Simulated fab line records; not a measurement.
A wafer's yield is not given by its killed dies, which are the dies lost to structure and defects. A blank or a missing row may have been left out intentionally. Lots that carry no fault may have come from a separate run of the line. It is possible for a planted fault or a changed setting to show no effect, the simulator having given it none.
Which of the tools did it? || flow rit-cmos || Sampling: 14 lots, 42 wafers, 6 of 202 route steps

WHAT THE GAUGES READ, wafer by wafer
RIT_FOX1_THK_MEAS_01.
{"lot": "L104", "measured": "day 1 20:56", "on": "film-metro-03", "FOX1_OXIDE_THK (nm)": "344 352 347"}
{"lot": "L105", "measured": "day 1 23:27", "on": "film-metro-03", "FOX1_OXIDE_THK (nm)": "361 364 365"}
{"lot": "L106", "measured": "day 2 03:44", "on": "film-metro-03", "FOX1_OXIDE_THK (nm)": "347 344 349"}
{"lot": "L107", "measured": "day 2 10:49", "on": "film-metro-01", "FOX1_OXIDE_THK (nm)": "355 347 360"}
{"lot": "L108", "measured": "day 2 14:23", "on": "film-metro-02", "FOX1_OXIDE_THK (nm)": "351 351 351"}
{"lot": "L109", "measured": "day 2 18:39", "on": "film-metro-01", "FOX1_OXIDE_THK (nm)": "346 337 336"}
{"lot": "L110", "measured": "day 3 01:11", "on": "film-metro-01", "FOX1_OXIDE_THK (nm)": "358 361 357"}
{"lot": "L114", "measured": "day 3 20:50", "on": "film-metro-02", "FOX1_OXIDE_THK (nm)": "349 350 346"}
{"lot": "L116", "measured": "day 4 06:10", "on": "film-metro-03", "FOX1_OXIDE_THK (nm)": "344 341 344"}
{"lot": "L117", "measured": "day 4 10:54", "on": "film-metro-03", "FOX1_OXIDE_THK (nm)": "358 357 361"}
{"lot": "L121", "measured": "day 5 05:49", "on": "film-metro-01", "FOX1_OXIDE_THK (nm)": "352 350 353"}
{"lot": "L125", "measured": "day 6 02:43", "on": "film-metro-02", "FOX1_OXIDE_THK (nm)": "347 355 355"}
{"lot": "L126", "measured": "day 6 07:14", "on": "film-metro-03", "FOX1_OXIDE_THK (nm)": "349 347 347"}
{"lot": "L127", "measured": "day 6 11:49", "on": "film-metro-03", "FOX1_OXIDE_THK (nm)": "349 351 350"}

RIT_GATE_THK_MEAS_07.
{"lot": "L104", "measured": "day 2 15:13", "on": "film-metro-01", "GATE_OXIDE_THK (nm)": "3.01 3.01 3.02"}
{"lot": "L105", "measured": "day 2 16:48", "on": "film-metro-01", "GATE_OXIDE_THK (nm)": "3.07 3.13 3.05"}
{"lot": "L106", "measured": "day 2 21:56", "on": "film-metro-01", "GATE_OXIDE_THK (nm)": "3.11 3.07 3.10"}
{"lot": "L107", "measured": "day 3 04:44", "on": "film-metro-01", "GATE_OXIDE_THK (nm)": "3.00 3.01 2.89"}
{"lot": "L108", "measured": "day 3 06:17", "on": "film-metro-04", "GATE_OXIDE_THK (nm)": "3.12 3.10 3.07"}
{"lot": "L109", "measured": "day 3 12:11", "on": "film-metro-01", "GATE_OXIDE_THK (nm)": "3.11 3.10 3.12"}
{"lot": "L110", "measured": "day 3 17:40", "on": "film-metro-03", "GATE_OXIDE_THK (nm)": "3.00 2.95 2.94"}
{"lot": "L114", "measured": "day 4 16:15", "on": "film-metro-01", "GATE_OXIDE_THK (nm)": "3.03 3.06 3.18"}
{"lot": "L116", "measured": "day 4 23:06", "on": "film-metro-03", "GATE_OXIDE_THK (nm)": "3.06 3.05 3.15"}
{"lot": "L117", "measured": "day 5 04:22", "on": "film-metro-04", "GATE_OXIDE_THK (nm)": "3.10 3.08 3.09"}
{"lot": "L121", "measured": "day 5 23:08", "on": "film-metro-01", "GATE_OXIDE_THK (nm)": "3.01 3.04 3.08"}
{"lot": "L125", "measured": "day 6 20:06", "on": "film-metro-03", "GATE_OXIDE_THK (nm)": "3.13 3.17 3.12"}
{"lot": "L126", "measured": "day 7 00:04", "on": "film-metro-03", "GATE_OXIDE_THK (nm)": "3.00 3.01 3.01"}
{"lot": "L127", "measured": "day 7 05:32", "on": "film-metro-04", "GATE_OXIDE_THK (nm)": "3.01 2.96 2.97"}

RIT_NSD_TW_MEAS_10.
{"lot": "L104", "measured": "day 3 04:38", "on": "film-metro-04", "NSD_TW": "3194 3173 3163"}
{"lot": "L105", "measured": "day 3 07:42", "on": "film-metro-04", "NSD_TW": "3181 3173 3171"}
{"lot": "L106", "measured": "day 3 11:40", "on": "film-metro-04", "NSD_TW": "3173 3171 3165"}
{"lot": "L107", "measured": "day 3 18:10", "on": "film-metro-01", "NSD_TW": "3116 3108 3089"}
{"lot": "L108", "measured": "day 3 20:03", "on": "film-metro-02", "NSD_TW": "3164 3150 3175"}
{"lot": "L109", "measured": "day 4 02:44", "on": "film-metro-01", "NSD_TW": "3104 3094 3099"}
{"lot": "L110", "measured": "day 4 08:07", "on": "film-metro-01", "NSD_TW": "3095 3106 3108"}
{"lot": "L114", "measured": "day 5 05:40", "on": "film-metro-04", "NSD_TW": "3150 3138 3142"}
{"lot": "L116", "measured": "day 5 12:56", "on": "film-metro-01", "NSD_TW": "3316 3313 3326"}
{"lot": "L117", "measured": "day 5 17:48", "on": "film-metro-04", "NSD_TW": "3400 3399 3376"}
{"lot": "L121", "measured": "day 6 13:15", "on": "film-metro-01", "NSD_TW": "3108 3097 3092"}
{"lot": "L125", "measured": "day 7 09:07", "on": "film-metro-01", "NSD_TW": "3093 3085 3074"}
{"lot": "L126", "measured": "day 7 14:28", "on": "film-metro-02", "NSD_TW": "3144 3125 3152"}
{"lot": "L127", "measured": "day 7 18:58", "on": "film-metro-02", "NSD_TW": "3144 3147 3125"}

RIT_SDANNEAL_RS_MEAS_05: the measuring method here is four-point-probe.
{"lot": "L104", "measured": "day 3 06:48", "on": "film-metro-01", "NSD_RS (ohm/sq)": "84.5 84.8 84.7"}
{"lot": "L105", "measured": "day 3 10:01", "on": "film-metro-01", "NSD_RS (ohm/sq)": "84.7 84.5 84.7"}
{"lot": "L106", "measured": "day 3 13:43", "on": "film-metro-04", "NSD_RS (ohm/sq)": "84.7 84.6 84.5"}
{"lot": "L107", "measured": "day 3 20:14", "on": "film-metro-04", "NSD_RS (ohm/sq)": "84.5 84.1 84.2"}
{"lot": "L108", "measured": "day 3 22:08", "on": "film-metro-01", "NSD_RS (ohm/sq)": "84.1 84.7 84.5"}
{"lot": "L109", "measured": "day 4 04:50", "on": "film-metro-04", "NSD_RS (ohm/sq)": "84.7 85.1 85.0"}
{"lot": "L110", "measured": "day 4 10:08", "on": "film-metro-04", "NSD_RS (ohm/sq)": "84.5 85.1 84.6"}
{"lot": "L114", "measured": "day 5 07:55", "on": "film-metro-02", "NSD_RS (ohm/sq)": "84.9 85.0 85.1"}
{"lot": "L116", "measured": "day 5 15:14", "on": "film-metro-04", "NSD_RS (ohm/sq)": "63.8 63.8 64.2"}
{"lot": "L117", "measured": "day 5 19:50", "on": "film-metro-02", "NSD_RS (ohm/sq)": "64.3 64.1 64.0"}
{"lot": "L121", "measured": "day 6 15:19", "on": "film-metro-01", "NSD_RS (ohm/sq)": "84.8 84.8 85.1"}
{"lot": "L125", "measured": "day 7 11:16", "on": "film-metro-02", "NSD_RS (ohm/sq)": "85.0 84.8 85.2"}
{"lot": "L126", "measured": "day 7 16:34", "on": "film-metro-04", "NSD_RS (ohm/sq)": "84.5 84.9 84.8"}
{"lot": "L127", "measured": "day 7 21:05", "on": "film-metro-01", "NSD_RS (ohm/sq)": "85.1 84.6 84.7"}

WHICH TOOL RAN EACH LOT (tool, then ch and the chambers of the sampled wafers, then the start)
{"lot": "L104", "RIT_PWELL_STRIP_09": "plasma-asher-03 ch 0,1, day 2 04:27", "RIT_NSD_IMPLANT_08": "implanter-01 ch 0, day 3 04:20"}
{"lot": "L105", "RIT_PWELL_STRIP_09": "plasma-asher-03 ch 0,1, day 2 05:59", "RIT_NSD_IMPLANT_08": "implanter-04 ch 0, day 3 07:23"}
{"lot": "L106", "RIT_PWELL_STRIP_09": "plasma-asher-02 ch 0,1, day 2 09:17", "RIT_NSD_IMPLANT_08": "implanter-03 ch 0, day 3 11:20"}
{"lot": "L107", "RIT_PWELL_STRIP_09": "plasma-asher-03 ch 0,1, day 2 16:37", "RIT_NSD_IMPLANT_08": "implanter-03 ch 0, day 3 17:51"}
{"lot": "L108", "RIT_PWELL_STRIP_09": "plasma-asher-01 ch 0,1, day 2 19:43", "RIT_NSD_IMPLANT_08": "implanter-01 ch 0, day 3 19:46"}
{"lot": "L109", "RIT_PWELL_STRIP_09": "plasma-asher-02 ch 0,1, day 3 00:36", "RIT_NSD_IMPLANT_08": "implanter-04 ch 0, day 4 02:25"}
{"lot": "L110", "RIT_PWELL_STRIP_09": "plasma-asher-03 ch 0,1, day 3 06:37", "RIT_NSD_IMPLANT_08": "implanter-01 ch 0, day 4 07:48"}
{"lot": "L114", "RIT_PWELL_STRIP_09": "plasma-asher-01 ch 0,1, day 4 03:00", "RIT_NSD_IMPLANT_08": "implanter-04 ch 0, day 5 05:20"}
{"lot": "L116", "RIT_PWELL_STRIP_09": "plasma-asher-01 ch 1, day 4 11:45", "RIT_NSD_IMPLANT_08": "implanter-01 ch 0, day 5 12:37"}
{"lot": "L117", "RIT_PWELL_STRIP_09": "plasma-asher-01 ch 0,1, day 4 17:31", "RIT_NSD_IMPLANT_08": "implanter-01 ch 0, day 5 17:23"}
{"lot": "L121", "RIT_PWELL_STRIP_09": "plasma-asher-03 ch 0,1, day 5 11:23", "RIT_NSD_IMPLANT_08": "implanter-03 ch 0, day 6 12:55"}
{"lot": "L125", "RIT_PWELL_STRIP_09": "plasma-asher-03 ch 0,1, day 6 08:08", "RIT_NSD_IMPLANT_08": "implanter-04 ch 0, day 7 08:47"}
{"lot": "L126", "RIT_PWELL_STRIP_09": "plasma-asher-03 ch 0,1, day 6 12:41", "RIT_NSD_IMPLANT_08": "implanter-04 ch 0, day 7 14:10"}
{"lot": "L127", "RIT_PWELL_STRIP_09": "plasma-asher-03 ch 0,1, day 6 17:23", "RIT_NSD_IMPLANT_08": "implanter-04 ch 0, day 7 18:38"}
- RIT_PWELL_STRIP_09: strips in O2, time 180 s.
- RIT_NSD_IMPLANT_08

AS READ BY THE TOOLS THEMSELVES (means over the sampled wafers that have a number; for cases with no such wafer, the mark the record gives instead)
RIT_PWELL_STRIP_09.
{"lot": "L104", "tool": "plasma-asher-03", "drypump-motor-current-A (A)": 5.7}
{"lot": "L105", "tool": "plasma-asher-03", "drypump-motor-current-A (A)": 5.7}
{"lot": "L106", "tool": "plasma-asher-02", "drypump-motor-current-A (A)": 6.0}
{"lot": "L107", "tool": "plasma-asher-03", "drypump-motor-current-A (A)": 5.7}
{"lot": "L108", "tool": "plasma-asher-01", "drypump-motor-current-A (A)": 5.7}
{"lot": "L109", "tool": "plasma-asher-02", "drypump-motor-current-A (A)": 6.0}
{"lot": "L110", "tool": "plasma-asher-03", "drypump-motor-current-A (A)": 5.7}
{"lot": "L114", "tool": "plasma-asher-01", "drypump-motor-current-A (A)": 5.3}
{"lot": "L116", "tool": "plasma-asher-01", "drypump-motor-current-A (A)": 6.0}
{"lot": "L117", "tool": "plasma-asher-01", "drypump-motor-current-A (A)": 5.3}
{"lot": "L121", "tool": "plasma-asher-03", "drypump-motor-current-A (A)": 5.7}
{"lot": "L125", "tool": "plasma-asher-03", "drypump-motor-current-A (A)": 5.8}
{"lot": "L126", "tool": "plasma-asher-03", "drypump-motor-current-A (A)": 5.7}
{"lot": "L127", "tool": "plasma-asher-03", "drypump-motor-current-A (A)": 5.7}

RIT_NSD_IMPLANT_08.
{"lot": "L104", "tool": "implanter-01", "dose-ions-cm2": 9.995e+14, "end-station-pressure-torr (Torr)": 7.9e-06, "faraday-current-uA": 3169}
{"lot": "L105", "tool": "implanter-04", "dose-ions-cm2": 1.000e+15, "end-station-pressure-torr (Torr)": 7.5e-06, "faraday-current-uA": 3088}
{"lot": "L106", "tool": "implanter-03", "dose-ions-cm2": 9.992e+14, "end-station-pressure-torr (Torr)": 7.6e-06, "faraday-current-uA": 3124}
{"lot": "L107", "tool": "implanter-03", "dose-ions-cm2": 9.983e+14, "end-station-pressure-torr (Torr)": 7.5e-06, "faraday-current-uA": 3159}
{"lot": "L108", "tool": "implanter-01", "dose-ions-cm2": 1.000e+15, "end-station-pressure-torr (Torr)": 7.5e-06, "faraday-current-uA": 3172}
{"lot": "L109", "tool": "implanter-04", "dose-ions-cm2": 1.000e+15, "end-station-pressure-torr (Torr)": 7.6e-06, "faraday-current-uA": 3182}
{"lot": "L110", "tool": "implanter-01", "dose-ions-cm2": 1.001e+15, "end-station-pressure-torr (Torr)": 7.6e-06, "faraday-current-uA": 3123}
{"lot": "L114", "tool": "implanter-04", "dose-ions-cm2": 9.999e+14, "end-station-pressure-torr (Torr)": 7.2e-06, "faraday-current-uA": 3087}
{"lot": "L116", "tool": "implanter-01", "dose-ions-cm2": 1.445e+15, "end-station-pressure-torr (Torr)": 8.4e-06, "faraday-current-uA": 4454}
{"lot": "L117", "tool": "implanter-01", "dose-ions-cm2": 1.446e+15, "end-station-pressure-torr (Torr)": 8.8e-06, "faraday-current-uA": 4533}
{"lot": "L121", "tool": "implanter-03", "dose-ions-cm2": 1.001e+15, "end-station-pressure-torr (Torr)": 7.4e-06, "faraday-current-uA": 3136}
{"lot": "L125", "tool": "implanter-04", "dose-ions-cm2": 9.996e+14, "end-station-pressure-torr (Torr)": 7.3e-06, "faraday-current-uA": 3060}
{"lot": "L126", "tool": "implanter-04", "dose-ions-cm2": 9.982e+14, "end-station-pressure-torr (Torr)": 7.5e-06, "faraday-current-uA": 3199}
{"lot": "L127", "tool": "implanter-04", "dose-ions-cm2": 1.001e+15, "end-station-pressure-torr (Torr)": 8.0e-06, "faraday-current-uA": 3086}

THE ANSWER, worked out from the rows above alone
Rule: the usual values come from the lots themselves. The widest of any qualifying gaps counts: lots, ordered by their means at a reading, are off when they make up no more than a third of the lots, leave a main group of 4 or more, and stand apart from it by 3 or more times the standard deviation of that group's means. Not used: any main group whose means are identical at the precision the tables above print for the reading. Also off: a lot with no number at a reading for which 4 or more lots have one. Any other lot the step has rows for is counted as sound. The gauges are gone through in route order, then the tools' own readings, and for those a lot's mean is taken as printed above. At the first step where some lot is off, the reading lying furthest off is the one used; lots without a number count as furthest.
Off: L116, L117, seen at RIT_NSD_TW_MEAS_10 (NSD_TW). Main group: mean 3133, sd 32.
A tool fits if, at a process step before that reading, it ran every lot that is off, and no sound lot after the first of them. Not tried: the gauges at RIT_NSD_TW_MEAS_10; whatever is off there is also off at RIT_NSD_IMPLANT_08, on other tools, and gauge error can't account for it. This does not decide it: 2 tools fit, namely plasma-asher-01 at RIT_PWELL_STRIP_09 and implanter-01 at RIT_NSD_IMPLANT_08.

WHAT THE SIMULATOR HAD PUT IN
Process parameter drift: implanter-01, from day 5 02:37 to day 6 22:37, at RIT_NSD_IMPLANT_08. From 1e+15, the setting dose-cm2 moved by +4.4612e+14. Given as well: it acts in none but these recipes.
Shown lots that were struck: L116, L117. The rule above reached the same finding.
